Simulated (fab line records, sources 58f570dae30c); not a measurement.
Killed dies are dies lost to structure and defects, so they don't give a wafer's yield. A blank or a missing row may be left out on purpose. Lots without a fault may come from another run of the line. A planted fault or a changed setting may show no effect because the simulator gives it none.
Tool commonality check | flow berkeley_cmos170 | 14 lots, 42 wafers sampled

WHY IT WAS OPENED
At UCB170_PVT_TW_MEAS_09 the reading PVT_TW is flagged on 2 of 14 lots. Wafers without a fault read 512, standard deviation 3.3.
Rule: a lot is flagged when every wafer of it that has a number lies more than 4 standard deviations from that mean, or none has a number. The other lots count as sound.

lot  | measured     | on            | PVT_TW, wafer by wafer | flag
L819 | day 7 14:02  | film_metro-02 | 516 514 514            |
L821 | day 7 20:53  | film_metro-01 | 511 510 511            |
L820 | day 7 20:58  | film_metro-04 | 506 509 508            |
L822 | day 8 06:28  | film_metro-02 | 515 515 513            |
L824 | day 8 23:40  | film_metro-02 | 466 467 467            | FLAGGED
L826 | day 9 01:24  | film_metro-04 | 462 459 462            | FLAGGED
L832 | day 10 02:41 | film_metro-02 | 518 513 516            |
L831 | day 10 02:51 | film_metro-02 | 515 518 515            |
L833 | day 10 03:16 | film_metro-01 | 514 518 517            |
L836 | day 10 16:54 | film_metro-04 | 507 508 504            |
L838 | day 11 01:35 | film_metro-02 | 516 512 514            |
L840 | day 11 09:24 | film_metro-01 | 510 513 514            |
L842 | day 11 23:24 | film_metro-04 | 508 506 509            |
L841 | day 12 01:02 | film_metro-02 | 512 511 511            |
The numbers of the flagged lots are 464 on average: -48 against the usual, or -15 standard deviations.

WHICH TOOL RAN EACH LOT
The record holds 2 process steps before the reading, out of a route of 331 steps. In each cell: the tool, then ch and the chambers that the sampled wafers went through, then the start.
lot  | flag    | UCB170_NVT_STRIP_08                  | UCB170_PVT_IMPLANT_07
L819 |         | plasma_asher-03 ch 0,1, day 7 12:12  | implanter-04 ch 0, day 7 13:47
L821 |         | plasma_asher-01 ch 0,1, day 7 18:59  | implanter-01 ch 0, day 7 20:38
L820 |         | plasma_asher-03 ch 0,1, day 7 19:05  | implanter-04 ch 0, day 7 20:43
L822 |         | plasma_asher-01 ch 0,1, day 8 04:14  | implanter-03 ch 0, day 8 06:14
L824 | FLAGGED | plasma_asher-01 ch 0,1, day 8 21:20  | implanter-04 ch 0, day 8 23:27
L826 | FLAGGED | plasma_asher-03 ch 0,1, day 8 22:04  | implanter-04 ch 0, day 9 01:11
L832 |         | plasma_asher-03 ch 0, day 9 23:19    | implanter-01 ch 0, day 10 02:26
L831 |         | plasma_asher-02 ch 0,1, day 9 23:33  | implanter-01 ch 0, day 10 02:37
L833 |         | plasma_asher-02 ch 0,1, day 10 00:04 | implanter-03 ch 0, day 10 03:02
L836 |         | plasma_asher-03 ch 0,1, day 10 14:57 | implanter-03 ch 0, day 10 16:41
L838 |         | plasma_asher-02 ch 0,1, day 10 22:38 | implanter-01 ch 0, day 11 01:21
L840 |         | plasma_asher-02 ch 0,1, day 11 04:50 | implanter-03 ch 0, day 11 09:09
L842 |         | plasma_asher-02 ch 0,1, day 11 19:39 | implanter-04 ch 0, day 11 23:09
L841 |         | plasma_asher-02 ch 0,1, day 11 20:12 | implanter-04 ch 0, day 12 00:47
What these steps do:
- UCB170_NVT_STRIP_08: strips in O2.
- UCB170_PVT_IMPLANT_07
- UCB170_PVT_TW_MEAS_09

FLAGGED OVER TOTAL, TOOL BY TOOL (the gauges that took the reading come last)
step                  | tool            | lots run | flagged | share of the flagged lots | sound lots run after its first flagged lot
UCB170_NVT_STRIP_08   | plasma_asher-01 | 3        | 1       | some                      | 0
UCB170_NVT_STRIP_08   | plasma_asher-02 | 6        | 0       | none                      | -
UCB170_NVT_STRIP_08   | plasma_asher-03 | 5        | 1       | some                      | 2 (L832,L836)
UCB170_PVT_IMPLANT_07 | implanter-01    | 4        | 0       | none                      | -
UCB170_PVT_IMPLANT_07 | implanter-03    | 4        | 0       | none                      | -
UCB170_PVT_IMPLANT_07 | implanter-04    | 6        | 2       | all                       | 2 (L842,L841)
UCB170_PVT_TW_MEAS_09 | film_metro-01   | 3        | 0       | none                      | -
UCB170_PVT_TW_MEAS_09 | film_metro-02   | 7        | 1       | some                      | 4 (L832,L831,L838,L841)
UCB170_PVT_TW_MEAS_09 | film_metro-04   | 4        | 1       | some                      | 2 (L836,L842)

WHAT THE TABLE ALLOWS
1 row of the table ran every flagged lot: implanter-04 at UCB170_PVT_IMPLANT_07.
- implanter-04 at UCB170_PVT_IMPLANT_07: 2 of its 6 lots flagged. Sound lots ran on it after the first flagged one (L842, L841), which a lasting fault on the whole tool wouldn't allow. Its own readings lie more than 4 standard deviations out on every wafer of the flagged lots: beam_energy_keV.
No row of the table ran every flagged lot and no sound lot after the first.

WHAT THE SIMULATOR HAD PUT IN
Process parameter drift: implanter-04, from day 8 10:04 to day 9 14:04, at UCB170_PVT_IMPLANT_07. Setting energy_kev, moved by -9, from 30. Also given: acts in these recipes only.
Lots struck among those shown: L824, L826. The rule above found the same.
